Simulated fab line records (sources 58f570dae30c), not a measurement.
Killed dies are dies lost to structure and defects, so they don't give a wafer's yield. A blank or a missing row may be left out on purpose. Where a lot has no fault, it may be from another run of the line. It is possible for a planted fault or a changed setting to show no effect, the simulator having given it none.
fab line records	flow berkeleyCmos170
record lots=7	wafers=21	lastDay=9
route steps=331 shown GATE@129
lots that met no fault: taken from a fault-free run of the same line
startH: hours from the record's opening day to when the first of the lot's shown wafers began	waitH: time in hours since the lot's previous step	" unchanged from the row above	L1.1+2: one row covering several wafers at once	- either no value or no given start	* or withheld: withheld	< > ~ a bound
route shown NAME@n: names a module that has steps shown in the file, with the first one's number in the route	usual: mean/standard deviation of fault-free wafers	same: alike in all rows	chamber/n: place in a boat	sites: each site's reading	_std_site: standard deviation of those values	_edge_site: the outer-site mean with the inner-site mean subtracted	radiusMm: for every site, how far away it sits from the centre of the wafer	mask NAME#n: copy n	behind: the last tool/chamber to shape the wafer	hold: reason for holding the lot/hours on hold/outcome of the hold	device: transistor that didn't switch, given as n, p or np	end of line: tests run on the same wafers once the route is complete	step lacking rows: just its recipe	killed: not the wafer's yield, but the dies lost to structure and defects at the first sort	map: a wafer's dies, x killed, . not, _ none there
set.NAME: the setting as run; set.NAME@STEP: as run at that earlier step	model.NAME: the simulator's own value behind a step, which no gauge read
lots at selected steps of the route; one table per step, one row per wafer
services: a tool's chamber out of use, with start hour (startH, from the record's first day; less than 0 if before it), hours out, and reason
## steps
# step UCB170_GATE_ANNEAL_03
# recipe tempC=900	timeS=1800	ambient=N2
# step UCB170_GATE_CVD_04
# recipe material=poly-Si	tempC=610	precursor=SiH4	timeS=1440	pressureMtorr=375	targetThkNm=214	sih4FlowSccm=120
# step UCB170_GATE_THK_MEAS_05
# recipe reads=poly-Si_of_GATE_CVD_04
# usual GATE_POLY_THK=212.8/2.4
lot.wafer	tool	chamber	startH	waitH	GATE_POLY_THK[nm]
L172.2	filmMetro-02	-	135.87	0.0	208.8
L172.4	"	-	"	"	209.6
L172.6	"	-	"	"	209.2
L178.3	filmMetro-01	-	143.47	0.0	214.5
L178.4	"	-	"	"	212.7
L178.6	"	-	"	"	212.7
L179.1	filmMetro-02	-	165.11	0.0	215.7
L179.5	"	-	"	"	215.4
L179.6	"	-	"	"	214.7
L181.3	filmMetro-04	-	165.14	0.0	214.1
L181.4	"	-	"	"	215.1
L181.6	"	-	"	"	214.3
L184.1	filmMetro-04	-	185.74	0.0	212.3
L184.2	"	-	"	"	214.8
L184.5	"	-	"	"	213.1
L185.1	filmMetro-02	-	185.74	0.0	211.4
L185.5	"	-	"	"	212.1
L185.6	"	-	"	"	211.1
L187.1	filmMetro-04	-	193.93	0.0	213.1
L187.4	"	-	"	"	214.5
L187.5	"	-	"	"	214.7
# step UCB170_GATE_COAT_06
# recipe resist=BARC	tempC=withheld	timeS=withheld	spinRpm=3000	resistThkNm=withheld
# step UCB170_GATE_COAT_07
# recipe resist=KrF	spinRpm=1500	resistThkNm=900
# step UCB170_GATE_SOFTBAKE_08
# recipe resist=KrF	tempC=130	timeS=60
# step UCB170_GATE_EXPOSE_09
# recipe maskId=POLY	targetCdNm=350	na=0.5	sigmaOuter=0.6	sourceShape=conventional	doseMj=21
# step UCB170_GATE_PEB_10
# recipe pebTempC=130	pebTimeS=withheld	resist=KrF
# step UCB170_GATE_DEVELOP_11
# recipe developer=TMAH	developTimeS=45	resist=KrF	devTempC=21
# step UCB170_GATE_CD_MEAS_12
# recipe targetCdNm=350
# usual cdNm=350.3/1.1
lot.wafer	tool	chamber	startH	waitH	cdNm
L172.2	cdSem-02	-	137.80	-	350.0
L172.4	"	-	"	"	351.2
L172.6	"	-	"	"	350.4
L178.3	cdSem-01	-	144.92	-	351.2
L178.4	"	-	"	"	351.6
L178.6	"	-	"	"	351.3
L179.1	cdSem-02	-	166.79	-	349.3
L179.5	"	-	"	"	349.2
L179.6	"	-	"	"	347.6
L181.3	cdSem-02	-	167.00	-	352.3
L181.4	"	-	"	"	352.9
L181.6	"	-	"	"	351.5
L184.1	cdSem-02	-	186.77	-	351.4
L184.2	"	-	"	"	349.9
L184.5	"	-	"	"	348.8
L185.1	cdSem-01	-	186.91	-	349.2
L185.5	"	-	"	"	350.3
L185.6	"	-	"	"	348.7
L187.1	cdSem-02	-	194.95	-	351.8
L187.4	"	-	"	"	350.2
L187.5	"	-	"	"	351.9
# step UCB170_GATE_OVL_MEAS_13
# usual GATE_OVL=0/6
lot.wafer	tool	chamber	startH	waitH	GATE_OVL[nm]
L172.2	overlay-01	-	137.91	0.1	1
L172.4	"	-	"	"	2
L172.6	"	-	"	"	3
L178.3	overlay-01	-	145.01	0.1	-2
L178.4	"	-	"	"	0
L178.6	"	-	"	"	0
L179.1	overlay-01	-	166.91	0.1	-9
L179.5	"	-	"	"	-9
L179.6	"	-	"	"	-14
L181.3	overlay-02	-	167.09	0.1	-3
L181.4	"	-	"	"	-2
L181.6	"	-	"	"	5
L184.1	overlay-02	-	186.89	0.1	-5
L184.2	"	-	"	"	-3
L184.5	"	-	"	"	-3
L185.1	overlay-01	-	187.03	0.1	0
L185.5	"	-	"	"	7
L185.6	"	-	"	"	-1
L187.1	overlay-02	-	195.07	0.1	1
L187.4	"	-	"	"	-10
L187.5	"	-	"	"	-8
# step UCB170_GATE_ETCH_14
# recipe chemistry=N2/H2	targetDepthA=withheld	overetchA=withheld	target=BARC	timeS=withheld	sourceW=500	biasW=100	pressureMtorr=30	n2FlowSccm=100	h2FlowSccm=200
# usual biasW=99.98/0.3	chamberPressureMTorr=29.996/0.028	drypumpMotorCurrentA=5.8/0.56	oesProductAu=0.993/0.022	throttleValvePct=13.28/0.2
lot.wafer	tool	chamber	startH	waitH	biasW	chamberPressureMTorr	drypumpMotorCurrentA	oesProductAu	throttleValvePct
L172.2	rieDiel-02	3	137.94	0.0	100.23	30.017	5.2	0.981	12.92
L172.4	"	0	"	"	99.65	29.974	6.0	0.965	13.40
L172.6	"	2	"	"	99.90	29.979	6.6	1.018	13.06
L178.3	rieDiel-02	2	145.03	0.0	100.07	30.015	6.6	1.024	13.07
L178.4	"	1	"	"	99.92	29.992	4.9	0.973	13.13
L178.6	"	0	"	"	100.21	29.999	6.0	0.968	13.41
L179.1	rieDiel-01	2	166.95	0.0	99.76	29.989	6.5	1.010	13.18
L179.5	"	2	"	"	99.86	30.007	6.5	1.011	13.18
L179.6	"	3	"	"	100.48	29.970	6.2	1.021	13.30
L181.3	rieDiel-02	2	167.11	0.0	100.26	29.952	6.6	1.017	13.05
L181.4	"	1	"	"	100.19	29.985	4.9	0.977	13.13
L181.6	"	2	"	"	99.53	30.021	6.6	1.009	13.06
L184.1	rieDiel-01	3	186.93	0.0	100.28	30.006	6.2	1.032	13.29
L184.2	"	1	"	"	99.49	29.950	5.1	0.994	13.50
L184.5	"	2	"	"	99.27	30.054	6.5	1.015	13.18
L185.1	rieDiel-03	1	187.07	0.0	100.22	29.982	5.5	1.008	13.14
L185.5	"	2	"	"	99.83	30.039	5.4	0.966	13.63
L185.6	"	1	"	"	99.82	30.023	5.5	1.003	13.13
L187.1	rieDiel-01	2	195.11	0.0	99.66	29.961	6.5	1.012	13.18
L187.4	"	1	"	"	100.01	29.989	5.1	1.003	13.48
L187.5	"	0	"	"	100.27	30.059	6.3	0.966	13.55
# step UCB170_GATE_ETCH_15
# recipe chemistry=HBr/Cl2	target=poly-Si	stopOn=SiO2	overEtchFrac=0.3	icpW=300	biasW=150	timeS=56.3	pressureMtorr=15	HBr_flow_sccm=150	Cl2_flow_sccm=50	targetDepthA=2782
# usual HBr_flow_sccm=150.0/0.42	biasW=150.0/0.41	drypumpMotorCurrentA=6.0/0.48	oesProductAu=0.835/0.015	throttleValvePct=26.44/0.14
lot.wafer	tool	chamber	startH	waitH	HBr_flow_sccm	biasW	drypumpMotorCurrentA	oesProductAu	rfHoursCounterH	throttleValvePct	model.KrF_of_GATE_COAT_07.thkNm
L172.2	rieSi-01	3	137.98	-	149.5	150.6	6.0	0.812	40	26.72	774.8
L172.4	"	2	"	"	150.0	150.1	5.1	0.825	1	26.36	776.3
L172.6	"	1	"	"	149.4	150.1	5.9	0.838	-	26.34	774.8
L178.3	rieSi-01	2	145.07	-	149.6	149.8	5.1	0.838	1	26.34	784.2
L178.4	"	0	"	"	149.8	150.6	6.6	0.839	38	26.37	780.7
L178.6	"	0	"	"	149.7	150.8	6.6	0.830	-	26.35	777.9
L179.1	rieSi-01	2	166.99	-	149.7	149.6	5.1	0.828	1	26.36	778.3
L179.5	"	0	"	"	149.7	150.4	6.6	0.847	-	26.35	776.6
L179.6	"	1	"	"	149.9	149.8	5.9	0.862	-	26.34	775.9
L181.3	rieSi-02	3	167.15	-	149.8	150.4	6.3	0.846	2	26.27	779.3
L181.4	"	1	"	"	149.9	149.8	6.6	0.824	31	26.60	780.1
L181.6	"	0	"	"	149.9	149.4	5.6	0.844	-	26.46	773.2
L184.1	rieSi-01	3	186.97	-	-	-	-	-	-	-	888.6
L184.2	"	2	"	"	-	-	-	-	-	-	889.4
L184.5	"	1	"	"	-	-	-	-	-	-	892.9
L185.1	rieSi-02	3	187.11	-	-	-	-	-	-	-	887.7
L185.5	"	2	"	"	-	-	-	-	-	-	887
L185.6	"	3	"	"	-	-	-	-	-	-	889.2
L187.1	rieSi-01	1	195.15	-	-	-	-	-	-	-	884.6
L187.4	"	2	"	"	-	-	-	-	-	-	883.3
L187.5	"	0	"	"	-	-	-	-	-	-	883.7
# step UCB170_GATE_STRIP_16
# recipe chemistry=O2	powerW=400	pressureMtorr=3500	platenTempC=withheld	o2FlowSccm=400	overashFraction=0.5
# usual drypumpMotorCurrentA=6.0/0.54	oesProductAu=0.723/0.0045
lot.wafer	tool	chamber	startH	waitH	drypumpMotorCurrentA	oesProductAu	rfHoursCounterH
L172.2	plasmaAsher-04	0	138.03	0.0	6.4	0.716	3
L172.4	"	0	"	"	6.4	0.723	-
L172.6	"	0	"	"	6.4	0.724	-
L178.3	plasmaAsher-03	0	145.16	0.1	5.1	0.728	-
L178.4	"	1	"	"	6.7	0.726	-
L178.6	"	1	"	"	6.7	0.724	-
L179.1	plasmaAsher-02	1	167.04	0.0	5.6	0.723	36
L179.5	"	1	"	"	5.6	0.724	-
L179.6	"	0	"	"	6.0	0.722	-
L181.3	plasmaAsher-03	1	167.24	0.1	6.7	0.727	-
L181.4	"	0	"	"	5.2	0.722	-
L181.6	"	0	"	"	5.2	0.722	-
L184.1	plasmaAsher-02	1	187.02	0.0	5.6	0.732	39
L184.2	"	0	"	"	6.0	0.724	39
L184.5	"	0	"	"	6.0	0.730	-
L185.1	plasmaAsher-03	0	187.16	0.0	5.1	0.719	49
L185.5	"	1	"	"	6.7	0.725	-
L185.6	"	0	"	"	5.2	0.720	-
L187.1	plasmaAsher-03	1	195.20	0.0	6.7	0.723	49
L187.4	"	0	"	"	5.1	0.730	-
L187.5	"	0	"	"	5.1	0.719	-
# step UCB170_GATE_CD_MEAS_90
# recipe targetCdNm=350
# usual cdNm=350.3/1.3
lot.wafer	tool	chamber	startH	waitH	cdNm
L172.2	cdSem-02	-	138.15	0.1	350.1
L172.4	"	-	"	"	350.1
L172.6	"	-	"	"	349.6
L178.3	cdSem-01	-	145.26	0.1	350.5
L178.4	"	-	"	"	352.1
L178.6	"	-	"	"	351.1
L179.1	cdSem-02	-	167.14	0.1	348.7
L179.5	"	-	"	"	349.3
L179.6	"	-	"	"	347.3
L181.3	cdSem-01	-	167.34	0.1	352.2
L181.4	"	-	"	"	352.6
L181.6	"	-	"	"	350.8
L184.1	cdSem-02	-	187.12	0.1	-
L184.2	"	-	"	"	-
L184.5	"	-	"	"	-
L185.1	cdSem-02	-	187.26	0.1	-
L185.5	"	-	"	"	-
L185.6	"	-	"	"	-
L187.1	cdSem-02	-	195.32	0.1	-
L187.4	"	-	"	"	-
L187.5	"	-	"	"	-
# step UCB170_GATE_CLEAN_17
# recipe chemistry=SPM	tempC=120	timeS=600
## services
tool	chamber	startH	hours	kind
rieDiel-02	3	115.27	5.8	repair
plasmaAsher-04	0	117.75	-	clean
plasmaAsher-04	1	117.75	-	clean
plasmaAsher-02	-	128.38	2.2	repair
rieDiel-03	3	129.48	-	clean
rieDiel-03	3	129.48	26.2	scheduledDown
rieDiel-03	3	129.48	26.2	ventCycle
plasmaAsher-02	-	134.88	3.7	repair
rieDiel-03	1	154.02	4.5	repair
rieDiel-01	1	154.12	6.7	repair
rieSi-01	3	159.51	3.9	repair
rieDiel-01	-	167.49	1.5	repair
rieDiel-02	1	181.35	3.7	repair
## key
firstSign step=UCB170_GATE_ETCH_15	reading=toolRecord	direction=missing
effect step=UCB170_GATE_CD_MEAS_90	reading=cdNm	direction=missing
modelEffect step=UCB170_GATE_ETCH_15	value=KrF_of_GATE_COAT_07.thkNm	without=778.4	struck=887.4
metAt UCB170_GATE_ETCH_15
struckWafers L184.1,L184.2,L184.5,L185.1,L185.5,L185.6,L187.1,L187.4,L187.5
laterRowsLeftOut L184.1,L184.2,L184.5,L185.1,L185.5,L185.6,L187.1,L187.4,L187.5
sortLeftOut L184.1,L184.2,L184.5,L185.1,L185.5,L185.6,L187.1,L187.4,L187.5
testerLeftOut L184,L185,L187
onsetBetween 167.15 186.97
fault kind=skippedStepWhole	tool=rieSi-01,rieSi-02	chamber=-	onsetH=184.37	steps=UCB170_GATE_ETCH_15	scope=struckLotsOnly
# testerLeftOut: of these lots the tester's yield and bins aren't shown, on N5 and GAA mostly nor the transistor test; their killed dies are dies lost to structure and defects alone, not to doping, threshold or leakage, so they don't give the yield
# sortLeftOut: the simulated sort isn't trusted on such a fault, so these wafers' sort isn't shown, and their yield isn't known
# laterRowsLeftOut: the simulator's readings of these wafers behind a module that went badly wrong aren't trusted and aren't shown, but for the sort
